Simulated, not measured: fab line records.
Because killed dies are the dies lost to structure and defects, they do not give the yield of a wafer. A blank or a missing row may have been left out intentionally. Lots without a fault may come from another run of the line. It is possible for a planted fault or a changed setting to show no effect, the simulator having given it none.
A lot that was struck, set against a sound lot ; flow ritCmos ; 18 out of 202 route steps
Sound: wafers L754.4, L754.5, L754.6. Wafers struck: L761.2, L761.3, L761.5. The cause is named last.
For every step that has rows: the tool of each side, followed by ch and its chambers, followed by its first start. Under that, the readings that differ: sound wafers ; struck wafers ; difference of the means ; sigmas: that difference in standard deviations of wafers without a fault.
alike: readings with means less than 2 such deviations apart, plus words and numbers identical on both sides. not compared: withheld readings, readings lacking a value on some wafer, bounds such as >300 that could conceal the same value, and numbers that have no deviation in the record and whose values overlap.
The two part at a step that has a row with sigmas, a row that says differs or no value, or rows on one side only. Numbers that don't overlap but have no deviation are shown without sigmas and don't part them. A reading missing from all wafers of one side parts the sides only when that side holds two or more wafers.

first, 1 step without rows for these wafers: RIT_CONTACT_HARDBAKE_10 (time 60 s).
RIT_CONTACT_ETCH_11: etches SiO2 in CHF3/CF4/Ar, stops on TiSi2, target depth 480 nm, time 320 s.
  sound on rieDiel-04 ch 0,3, day 4 09:52; struck on rieDiel-04 ch 0,1,2, day 5 17:37
  alike: drypumpMotorCurrentA, oesProductAu, throttleValvePct
  not compared: rfHoursCounterH
RIT_CONTACT_STRIP_12: strips in O2, time 180 s.
  sound on plasmaAsher-01 ch 0,1, day 4 10:07; struck on plasmaAsher-04 ch 0,1, day 5 17:49
  alike: drypumpMotorCurrentA
  not compared: rfHoursCounterH
RIT_CONTACT_CD_MEAS_90: target cd 1000 nm.
  sound: cdSem-01 at day 4 10:18; struck: cdSem-01 at day 5 18:01
  alike: cdNm
then, 2 steps without rows for these wafers: RIT_CONTACT_CLEAN_13 (cleans in SC1, time 600 s); RIT_CONTACT_CLEAN_14 (cleans in SC2, time 600 s).
RIT_M1_SPUTTER_00: material Al, target thk 400 nm, time 500 s.
  sound: pvdSputter-01 at day 4 10:52; struck: pvdSputter-01 at day 5 18:29
  alike: cathodeDcPowerW, throttleValvePct
RIT_M1_RS_MEAS_01: measurement is done with a four-point probe.
  sound: filmMetro-03 at day 4 11:04; struck: filmMetro-03 at day 5 18:48
  alike: M1_AL_RS
RIT_M1_THK_MEAS_02: measures by xrf.
  sound: filmMetro-03 at day 4 11:09; struck: filmMetro-03 at day 5 18:55
  alike: M1_AL_THK
then, 3 steps without rows for these wafers: RIT_M1_HMDS_03 (prime time 60 s); RIT_M1_COAT_04 (resist thk 1300 nm); RIT_M1_SOFTBAKE_05 (time 60 s).
RIT_M1_EXPOSE_06: exposes mask M12, target cd 2600 nm.
  sound on ilineStepper-01 ch 0, day 4 11:41; struck on ilineStepper-02 ch 0, day 5 19:26
reading;sound;struck;difference;sigmas
exposureDoseMJCm2;251.42 251.15 250.85;244.79 245.09 245.13;-6.14;-26
  alike: mask
then, 2 steps without rows for these wafers: RIT_M1_PEB_07; RIT_M1_DEVELOP_08 (develop time 68 s).
RIT_M1_CD_MEAS_09: target cd 2600 nm.
  sound: cdSem-02 at day 4 12:07; struck: cdSem-02 at day 5 19:52
reading;sound;struck;difference;sigmas
cdNm (nm);2597.5 2597.9 2600.0;2603.5 2604.3 2605.5;+6.0;+2
RIT_M1_OVL_MEAS_10:
  sound: overlay-01 at day 4 12:12; struck: overlay-01 at day 5 19:58
reading;sound;struck;difference;sigmas
M1_OVL (nm);0.5 1.9 3.0;-0.7 -2.0 -0.1;-2.7;-2
RIT_M1_PROBE_99:
  sound: prober-02 at day 4 14:53; struck: prober-01 at day 5 22:43
  alike: defectLimitedYield, killedAtContacts, killedAtFrontEnd, killedDies, killedOnRim, killedOpen, killedShort, sort_bin_3_pad_short, sort_bin_5_function, sort_bin_6_memory, sortNPass, sortYieldPct

## WHERE THEY PART
First at RIT_M1_EXPOSE_06; last, within this record, at RIT_M1_OVL_MEAS_10. Later steps at which nothing parts them and some readings are alike: RIT_M1_PROBE_99.

WHY: the cause the simulator had injected
Process parameter drift: ilineStepper-02, from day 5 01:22 on, at RIT_M1_EXPOSE_06. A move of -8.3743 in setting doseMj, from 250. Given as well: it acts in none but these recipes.
